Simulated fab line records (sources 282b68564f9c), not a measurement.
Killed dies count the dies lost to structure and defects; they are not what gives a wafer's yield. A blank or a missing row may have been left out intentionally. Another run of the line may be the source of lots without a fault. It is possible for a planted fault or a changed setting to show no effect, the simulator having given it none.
fab line records + flow rit-cmos + part 2 of 2: steps 38 to 48 of 48
record:
- lots: 5
- wafers: 15
- last-day: 5
route steps=202 shown PLDD@115 SPACER@125 NSD@131 PSD@142 SDANNEAL@153 NLDD@160 SILICIDE@161
lots with no fault: from the same line, run without faults
start-h: hours from the record's opening day to when the first of the lot's shown wafers began + wait-h: hours elapsed since this lot's preceding step + " same as the row above + L1.1+2: one row covering several wafers at once + - no value, or no start given + * or withheld: withheld + < > ~ a bound
route shown NAME@n: NAME is a module with steps in the file, n the number in the route of the first one + usual: average and standard deviation across the fault-free wafers + same: alike in all rows + chamber/n: place in a boat + sites: the reading at each site + _std_site: the standard deviation of these + _edge_site: the outer-site mean with the inner-site mean subtracted + radius-mm: how far each site lies from the wafer's centre + mask NAME#n: copy n + behind: the tool/chamber that last shaped the wafer + hold: cause of the lot's hold/its duration in hours/its outcome + device: the n, p or np transistor that did not switch + end of line: tests of these same wafers at the route's end + a step without rows: its recipe alone + killed: dies lost to structure and defects at the first sort, not the wafer's yield + map: dies across one wafer; x = killed, . = not, _ = none there
set.NAME: the run value of the setting; set.NAME@STEP: its run value at that earlier step + model.NAME: the simulator's own value behind a step, which no gauge read
lots at selected steps of the route; one table per step, one row per wafer
services: when a tool's chamber went out of use (start-h, in hours from the record's first day, below 0 if earlier), for how many hours, and the reason
== steps ==
step: RIT_PSD_TW_MEAS_10
usual:
- PSD_TW: 3429/31
| lot.wafer | tool          | chamber | start-h | wait-h | PSD_TW |
|-----------|---------------|---------|---------|--------|--------|
| L076.1    | film-metro-04 | -       | 66.97   | 0.1    | 3405   |
| L076.2    | "             | -       | "       | "      | 3390   |
| L076.5    | "             | -       | "       | "      | 3401   |
| L078.2    | film-metro-02 | -       | 79.38   | 0.1    | 3412   |
| L078.3    | "             | -       | "       | "      | 3434   |
| L078.6    | "             | -       | "       | "      | 3414   |
| L079.2    | film-metro-03 | -       | 79.85   | 0.1    | 3450   |
| L079.4    | "             | -       | "       | "      | 3452   |
| L079.6    | "             | -       | "       | "      | 3466   |
| L080.1    | film-metro-03 | -       | 83.49   | 0.1    | 3447   |
| L080.2    | "             | -       | "       | "      | 3458   |
| L080.6    | "             | -       | "       | "      | 3463   |
| L087.1    | film-metro-03 | -       | 120.90  | 0.1    | 3491   |
| L087.2    | "             | -       | "       | "      | 3460   |
| L087.5    | "             | -       | "       | "      | 3470   |
step: RIT_SDANNEAL_CLEAN_00
recipe:
- chemistry: SC1
- mix: 3:3:50
- time-s: 600
- temp-c: 75
usual:
- bath-heat-duty-pct: 16.2/1.4
| lot.wafer | tool         | chamber | start-h | wait-h | bath-heat-duty-pct |
|-----------|--------------|---------|---------|--------|--------------------|
| L076.1    | wet-bench-03 | 1       | 67.03   | 0.1    | 17.2               |
| L076.2    | "            | 1       | "       | "      | 18.7               |
| L076.5    | "            | 1       | "       | "      | 18.0               |
| L078.2    | wet-bench-03 | 2       | 79.43   | 0.0    | 14.1               |
| L078.3    | "            | 2       | "       | "      | 14.4               |
| L078.6    | "            | 2       | "       | "      | 13.9               |
| L079.2    | wet-bench-04 | 0       | 79.90   | 0.0    | 16.1               |
| L079.4    | "            | 0       | "       | "      | 15.8               |
| L079.6    | "            | 0       | "       | "      | 15.8               |
| L080.1    | wet-bench-04 | 0       | 83.55   | 0.1    | 16.1               |
| L080.2    | "            | 0       | "       | "      | 14.5               |
| L080.6    | "            | 0       | "       | "      | 15.3               |
| L087.1    | wet-bench-04 | 3       | 120.96  | 0.1    | 16.4               |
| L087.2    | "            | 3       | "       | "      | 19.4               |
| L087.5    | "            | 3       | "       | "      | 18.5               |
step: RIT_SDANNEAL_CLEAN_01
recipe:
- chemistry: dHF
- dilution: 50:1
- time-s: 30.43
| lot.wafer  | tool         | chamber | start-h | wait-h |
|------------|--------------|---------|---------|--------|
| L076.1+2+5 | wet-bench-02 | 3       | 67.20   | 0.0    |
| L078.2+3+6 | wet-bench-04 | 3       | 79.61   | 0.0    |
| L079.2+4+6 | wet-bench-03 | 3       | 80.07   | 0.0    |
| L080.1+2+6 | wet-bench-04 | 0       | 83.72   | 0.0    |
| L087.1+2+5 | wet-bench-04 | 1       | 121.13  | 0.0    |
step: RIT_SDANNEAL_CLEAN_02
recipe:
- chemistry: SC2
- mix: 3:3:50
- time-s: 600
- temp-c: 75
- dry: n2-spin
usual:
- bath-heat-duty-pct: 16.8/1.3
| lot.wafer | tool         | chamber | start-h | wait-h | bath-heat-duty-pct |
|-----------|--------------|---------|---------|--------|--------------------|
| L076.1    | wet-bench-04 | 3       | 67.22   | 0.0    | 19.2               |
| L076.2    | "            | 3       | "       | "      | 17.6               |
| L076.5    | "            | 3       | "       | "      | 18.4               |
| L078.2    | wet-bench-03 | 3       | 79.62   | 0.0    | 15.7               |
| L078.3    | "            | 3       | "       | "      | 15.3               |
| L078.6    | "            | 3       | "       | "      | 15.4               |
| L079.2    | wet-bench-04 | 0       | 80.09   | 0.0    | 15.4               |
| L079.4    | "            | 0       | "       | "      | 16.9               |
| L079.6    | "            | 0       | "       | "      | 16.3               |
| L080.1    | wet-bench-02 | 2       | 83.74   | 0.0    | 15.2               |
| L080.2    | "            | 2       | "       | "      | 15.3               |
| L080.6    | "            | 2       | "       | "      | 15.6               |
| L087.1    | wet-bench-04 | 0       | 121.15  | 0.0    | 15.6               |
| L087.2    | "            | 0       | "       | "      | 14.3               |
| L087.5    | "            | 0       | "       | "      | 17.0               |
step: RIT_SDANNEAL_RTA_03
recipe:
- temp-c: 1050
- time-s: 5
- idle-temp-c: 600
- ramp-up-c-per-s: 342
- ramp-down-c-per-s: 171
- cool-to-c: 600
- ambient: N2
usual:
- wafer_temp_C_max: 1053.5/1.1
| lot.wafer | tool          | chamber | start-h | wait-h | wafer_temp_C_max |
|-----------|---------------|---------|---------|--------|------------------|
| L076.1    | rtp-anneal-01 | 0       | 67.57   | 0.0    | 1053.1           |
| L076.2    | "             | 0       | "       | "      | 1051.6           |
| L076.5    | "             | 0       | "       | "      | 1053.1           |
| L078.2    | rtp-anneal-01 | 0       | 79.81   | 0.0    | 1053.5           |
| L078.3    | "             | 0       | "       | "      | 1052.4           |
| L078.6    | "             | 0       | "       | "      | 1055.6           |
| L079.2    | rtp-anneal-02 | 0       | 80.28   | 0.0    | 1052.4           |
| L079.4    | "             | 0       | "       | "      | 1053.5           |
| L079.6    | "             | 0       | "       | "      | 1052.7           |
| L080.1    | rtp-anneal-01 | 0       | 83.92   | 0.0    | 1053.9           |
| L080.2    | "             | 0       | "       | "      | 1053.4           |
| L080.6    | "             | 0       | "       | "      | 1053.4           |
| L087.1    | rtp-anneal-02 | 0       | 121.32  | 0.0    | 1052.8           |
| L087.2    | "             | 0       | "       | "      | 1052.7           |
| L087.5    | "             | 0       | "       | "      | 1052.7           |
step: RIT_SDANNEAL_RS_MEAS_04
recipe:
- thk-meas-gauge: four-point-probe
usual:
- PSD_RS: 115.78/0.28
| lot.wafer | tool          | chamber | start-h | wait-h | PSD_RS[ohm/sq] |
|-----------|---------------|---------|---------|--------|----------------|
| L076.1    | film-metro-04 | -       | 67.63   | 0.0    | 115.97         |
| L076.2    | "             | -       | "       | "      | 115.91         |
| L076.5    | "             | -       | "       | "      | 115.84         |
| L078.2    | film-metro-02 | -       | 79.88   | 0.1    | 116.35         |
| L078.3    | "             | -       | "       | "      | 115.74         |
| L078.6    | "             | -       | "       | "      | 116.02         |
| L079.2    | film-metro-04 | -       | 80.34   | 0.1    | 115.88         |
| L079.4    | "             | -       | "       | "      | 115.69         |
| L079.6    | "             | -       | "       | "      | 115.96         |
| L080.1    | film-metro-02 | -       | 83.97   | 0.0    | 115.58         |
| L080.2    | "             | -       | "       | "      | 115.66         |
| L080.6    | "             | -       | "       | "      | 115.82         |
| L087.1    | film-metro-04 | -       | 121.38  | 0.0    | 116.33         |
| L087.2    | "             | -       | "       | "      | 116.29         |
| L087.5    | "             | -       | "       | "      | 116.27         |
step: RIT_SDANNEAL_RS_MEAS_05
recipe:
- thk-meas-gauge: four-point-probe
usual:
- NSD_RS: 84.42/0.23
| lot.wafer | tool          | chamber | start-h | wait-h | NSD_RS[ohm/sq] |
|-----------|---------------|---------|---------|--------|----------------|
| L076.1    | film-metro-04 | -       | 67.75   | 0.1    | 84.42          |
| L076.2    | "             | -       | "       | "      | 84.63          |
| L076.5    | "             | -       | "       | "      | 84.77          |
| L078.2    | film-metro-02 | -       | 80.00   | 0.1    | 84.81          |
| L078.3    | "             | -       | "       | "      | 84.55          |
| L078.6    | "             | -       | "       | "      | 84.64          |
| L079.2    | film-metro-04 | -       | 80.46   | 0.1    | 84.58          |
| L079.4    | "             | -       | "       | "      | 84.31          |
| L079.6    | "             | -       | "       | "      | 84.13          |
| L080.1    | film-metro-02 | -       | 84.09   | 0.1    | 84.13          |
| L080.2    | "             | -       | "       | "      | 84.04          |
| L080.6    | "             | -       | "       | "      | 84.19          |
| L087.1    | film-metro-04 | -       | 121.50  | 0.1    | 84.56          |
| L087.2    | "             | -       | "       | "      | 84.13          |
| L087.5    | "             | -       | "       | "      | 84.33          |
step: RIT_SDANNEAL_RS_MEAS_06
recipe:
- thk-meas-gauge: four-point-probe
usual:
- PLDD_RS: 179.6/0.45
| lot.wafer | tool          | chamber | start-h | wait-h | PLDD_RS[ohm/sq] |
|-----------|---------------|---------|---------|--------|-----------------|
| L076.1    | film-metro-04 | -       | 67.87   | 0.1    | 179.6           |
| L076.2    | "             | -       | "       | "      | 180.2           |
| L076.5    | "             | -       | "       | "      | 180.0           |
| L078.2    | film-metro-02 | -       | 80.12   | 0.1    | 180.1           |
| L078.3    | "             | -       | "       | "      | 179.8           |
| L078.6    | "             | -       | "       | "      | 179.4           |
| L079.2    | film-metro-04 | -       | 80.58   | 0.1    | 179.8           |
| L079.4    | "             | -       | "       | "      | 179.9           |
| L079.6    | "             | -       | "       | "      | 179.4           |
| L080.1    | film-metro-02 | -       | 84.21   | 0.1    | 180.0           |
| L080.2    | "             | -       | "       | "      | 180.4           |
| L080.6    | "             | -       | "       | "      | 180.2           |
| L087.1    | film-metro-04 | -       | 121.62  | 0.1    | 180.4           |
| L087.2    | "             | -       | "       | "      | 180.3           |
| L087.5    | "             | -       | "       | "      | 179.8           |
step: RIT_SDANNEAL_RS_MEAS_07
recipe:
- thk-meas-gauge: four-point-probe
usual:
- NLDD_RS: 151.5/0.51
| lot.wafer | tool          | chamber | start-h | wait-h | NLDD_RS[ohm/sq] |
|-----------|---------------|---------|---------|--------|-----------------|
| L076.1    | film-metro-04 | -       | 67.99   | 0.1    | 151.3           |
| L076.2    | "             | -       | "       | "      | 152.0           |
| L076.5    | "             | -       | "       | "      | 152.1           |
| L078.2    | film-metro-02 | -       | 80.24   | 0.1    | 151.0           |
| L078.3    | "             | -       | "       | "      | 151.1           |
| L078.6    | "             | -       | "       | "      | 151.1           |
| L079.2    | film-metro-04 | -       | 80.70   | 0.1    | 151.7           |
| L079.4    | "             | -       | "       | "      | 152.1           |
| L079.6    | "             | -       | "       | "      | 151.5           |
| L080.1    | film-metro-02 | -       | 84.33   | 0.1    | 151.4           |
| L080.2    | "             | -       | "       | "      | 151.1           |
| L080.6    | "             | -       | "       | "      | 151.8           |
| L087.1    | film-metro-04 | -       | 121.74  | 0.1    | 151.6           |
| L087.2    | "             | -       | "       | "      | 151.8           |
| L087.5    | "             | -       | "       | "      | 151.9           |
step: RIT_SILICIDE_WET_ETCH_00
recipe:
- chemistry: BOE
- target: SiO2
- target-depth-nm: 14
- time-s: 15
- dry: n2-spin
- dilution: 10:1
- temp-c: 21.5
usual:
- bath-heat-duty-pct: 1.8/0.39
| lot.wafer | tool         | chamber | start-h | wait-h | bath-heat-duty-pct |
|-----------|--------------|---------|---------|--------|--------------------|
| L076.1    | wet-bench-02 | 2       | 68.11   | 0.1    | 1.5                |
| L076.2    | "            | 2       | "       | "      | 1.3                |
| L076.5    | "            | 2       | "       | "      | 1.7                |
| L078.2    | wet-bench-01 | 3       | 80.34   | 0.1    | 1.2                |
| L078.3    | "            | 3       | "       | "      | 1.4                |
| L078.6    | "            | 3       | "       | "      | 1.4                |
| L079.2    | wet-bench-02 | 1       | 80.80   | 0.1    | 2.2                |
| L079.4    | "            | 1       | "       | "      | 1.2                |
| L079.6    | "            | 1       | "       | "      | 1.8                |
| L080.1    | wet-bench-04 | 3       | 84.45   | 0.1    | 3.1                |
| L080.2    | "            | 3       | "       | "      | 2.3                |
| L080.6    | "            | 3       | "       | "      | 2.1                |
| L087.1    | wet-bench-01 | 2       | 121.86  | 0.1    | 1.9                |
| L087.2    | "            | 2       | "       | "      | 1.6                |
| L087.5    | "            | 2       | "       | "      | 1.4                |
step: RIT_SILICIDE_SPUTTER_01
recipe:
- material: Ti
- target-thk-nm: 30
- power-w: 358.6
- chamber-pressure-pa: 0.667
- gas: Ar
- time-s: 240
- substrate-temp-c: 25
usual:
- throttle-valve-pct: 30.4/0.94
| lot.wafer | tool           | chamber | start-h | wait-h | throttle-valve-pct |
|-----------|----------------|---------|---------|--------|--------------------|
| L076.1    | pvd-sputter-01 | -       | 68.12   | 0.0    | 29.6               |
| L076.2    | "              | -       | "       | "      | 31.0               |
| L076.5    | "              | -       | "       | "      | 31.2               |
| L078.2    | pvd-sputter-04 | -       | 80.35   | 0.0    | 29.2               |
| L078.3    | "              | -       | "       | "      | 32.8               |
| L078.6    | "              | -       | "       | "      | 29.1               |
| L079.2    | pvd-sputter-01 | -       | 80.82   | 0.0    | 29.5               |
| L079.4    | "              | -       | "       | "      | 30.1               |
| L079.6    | "              | -       | "       | "      | 30.2               |
| L080.1    | pvd-sputter-04 | -       | 84.47   | 0.0    | 29.3               |
| L080.2    | "              | -       | "       | "      | 32.7               |
| L080.6    | "              | -       | "       | "      | 29.4               |
| L087.1    | pvd-sputter-01 | -       | 121.87  | 0.0    | 29.8               |
| L087.2    | "              | -       | "       | "      | 30.9               |
| L087.5    | "              | -       | "       | "      | 29.7               |
== services ==
| tool             | chamber | start-h | hours | kind                      |
|------------------|---------|---------|-------|---------------------------|
| plasma-asher-02  | -       | 39.84   | 14.4  | repair                    |
| pvd-sputter-01   | -       | 46.64   | 0.7   | repair                    |
| plasma-asher-02  | -       | 47.53   | 0.5   | repair                    |
| iline-stepper-01 | -       | 47.78   | 4.4   | pm                        |
| implanter-02     | -       | 50.90   | 1.8   | repair                    |
| rie-diel-03      | 3       | 52.52   | 4.3   | repair                    |
| plasma-asher-03  | -       | 52.89   | 14.6  | pm                        |
| iline-stepper-02 | 0       | 60.51   | -     | calibration               |
| implanter-04     | -       | 64.07   | 4.5   | pm                        |
| iline-stepper-01 | 0       | 70.12   | -     | calibration               |
| iline-stepper-02 | -       | 71.35   | 1.7   | pm                        |
| rie-diel-02      | 0       | 81.92   | 9.5   | repair                    |
| implanter-03     | -       | 84.67   | 9.6   | repair                    |
| rie-diel-04      | 2       | 87.08   | 5.0   | repair                    |
| implanter-02     | -       | 92.01   | 0.8   | repair                    |
| litho-track-02   | -       | 93.02   | -     | consumable-replace:filter |
| iline-stepper-01 | -       | 96.26   | 3.8   | repair                    |
| implanter-01     | -       | 99.56   | 3.5   | repair                    |
| implanter-04     | -       | 103.79  | 3.2   | pm                        |
| plasma-asher-04  | -       | 108.75  | 9.0   | pm                        |
| iline-stepper-02 | -       | 112.83  | 4.4   | pm                        |
| implanter-04     | -       | 113.03  | 1.0   | repair                    |
| implanter-01     | -       | 120.18  | 1.3   | repair                    |
| plasma-asher-02  | -       | 121.22  | 0.5   | repair                    |
